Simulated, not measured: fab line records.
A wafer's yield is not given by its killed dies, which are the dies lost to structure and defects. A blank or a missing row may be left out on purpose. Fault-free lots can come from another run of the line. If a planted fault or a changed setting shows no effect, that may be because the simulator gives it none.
Shared-tool check -- flow berkeley_cmos170 -- 15 lots, 45 wafers sampled

## WHY THIS WAS OPENED
At UCB170_SDANNEAL_RS_MEAS_04 the reading PLDD_RS is flagged on 3 of 15 lots. No-fault wafers: 1031.2 ohm/sq, standard deviation 2.6.
Rule: a lot is flagged in two cases, either no wafer of it has a number, or all its wafers with numbers fall more than 4 standard deviations from that mean. As for the other lots, they are considered sound.

lot,measured,on,"PLDD_RS (ohm/sq), wafer by wafer",flag
L211,day 8 09:56,film_metro-01,1031.2 1031.7 1028.4,
L215,day 8 18:33,film_metro-03,1033.8 1034.8 1032.6,
L213,day 8 19:30,film_metro-01,1030.5 1027.1 1030.0,
L217,day 8 21:37,film_metro-04,1034.7 1032.3 1034.4,
L219,day 9 17:33,film_metro-01,1032.1 1028.8 1028.6,
L218,day 9 17:45,film_metro-04,1027.5 1029.2 1031.6,
L220,day 9 18:07,film_metro-01,1029.5 1030.0 1032.0,
L221,day 10 03:01,film_metro-04,1030.6 1031.4 1034.8,
L223,day 10 07:48,film_metro-04,1029.3 1028.6 1032.8,
L224,day 10 08:04,film_metro-03,1032.2 1029.2 1031.6,
L226,day 11 07:49,film_metro-04,1083.7 1086.2 1087.0,FLAGGED
L227,day 11 08:26,film_metro-04,1090.4 1090.4 1089.8,FLAGGED
L225,day 11 08:43,film_metro-03,1088.7 1088.5 1089.1,FLAGGED
L228,day 12 00:21,film_metro-01,1036.9 1032.8 1031.7,
L230,day 12 00:40,film_metro-04,1029.1 1027.1 1026.0,
The mean of the flagged lots' numbers is 1088.2 ohm/sq, +57.0 ohm/sq from the usual (+22 standard deviations).

## TOOL THAT RAN EACH LOT
The record holds 1 process step before the reading, out of a route of 331 steps. In each cell: the tool, then ch and the chambers that the sampled wafers went through, then the start.
lot,flag,UCB170_SPACER_ANNEAL_02
L211,,"furnace-02 ch 0, day 7 21:59"
L215,,"furnace-01 ch 0, day 8 05:41"
L213,,"furnace-01 ch 0, day 8 05:41"
L217,,"furnace-02 ch 0, day 8 15:08"
L219,,"furnace-02 ch 0, day 9 06:55"
L218,,"furnace-02 ch 0, day 9 06:55"
L220,,"furnace-02 ch 0, day 9 06:55"
L221,,"furnace-04 ch 0, day 9 20:24"
L223,,"furnace-04 ch 0, day 10 02:00"
L224,,"furnace-04 ch 0, day 10 02:00"
L226,FLAGGED,"furnace-04 ch 0, day 11 00:40"
L227,FLAGGED,"furnace-04 ch 0, day 11 00:40"
L225,FLAGGED,"furnace-04 ch 0, day 11 00:40"
L228,,"furnace-01 ch 0, day 11 14:00"
L230,,"furnace-01 ch 0, day 11 14:00"
What the steps here do:
- UCB170_SPACER_ANNEAL_02: time 1800 s.
- UCB170_SDANNEAL_RS_MEAS_04: measures by four-point-probe.

## FLAGGED OVER TOTAL, TOOL BY TOOL (the gauges that took the reading come last)
step,tool,lots run,flagged,share of the flagged lots,sound lots run after its first flagged lot
UCB170_SPACER_ANNEAL_02,furnace-01,4,0,none,-
UCB170_SPACER_ANNEAL_02,furnace-02,5,0,none,-
UCB170_SPACER_ANNEAL_02,furnace-04,6,3,all,0
UCB170_SDANNEAL_RS_MEAS_04,film_metro-01,5,0,none,-
UCB170_SDANNEAL_RS_MEAS_04,film_metro-03,3,1,some,0
UCB170_SDANNEAL_RS_MEAS_04,film_metro-04,7,2,some,1 (L230)

## WHAT IS ALLOWED BY THE TABLE
In the table, 1 row covers all flagged lots: furnace-04 at UCB170_SPACER_ANNEAL_02.
- furnace-04 at UCB170_SPACER_ANNEAL_02: 3 of its 6 lots flagged. A fault beginning between L223 (day 10 02:00), its last sound lot, and L225 (day 11 00:40), its first flagged one, fits the data. Its own readings lie more than 4 standard deviations out on every wafer of the flagged lots: spike_tc_centre_C, spike_tc_load_C, spike_tc_source_C, tube_center_temp_C, tube_center_temp_C_max.
furnace-04 at UCB170_SPACER_ANNEAL_02 is the single tool remaining.

## WHAT THE SIMULATOR PUT IN
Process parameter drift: furnace-04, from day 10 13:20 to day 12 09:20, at UCB170_SPACER_ANNEAL_02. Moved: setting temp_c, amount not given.
Shown lots that were struck: L226, L227, L225. The same result came from the rule above.
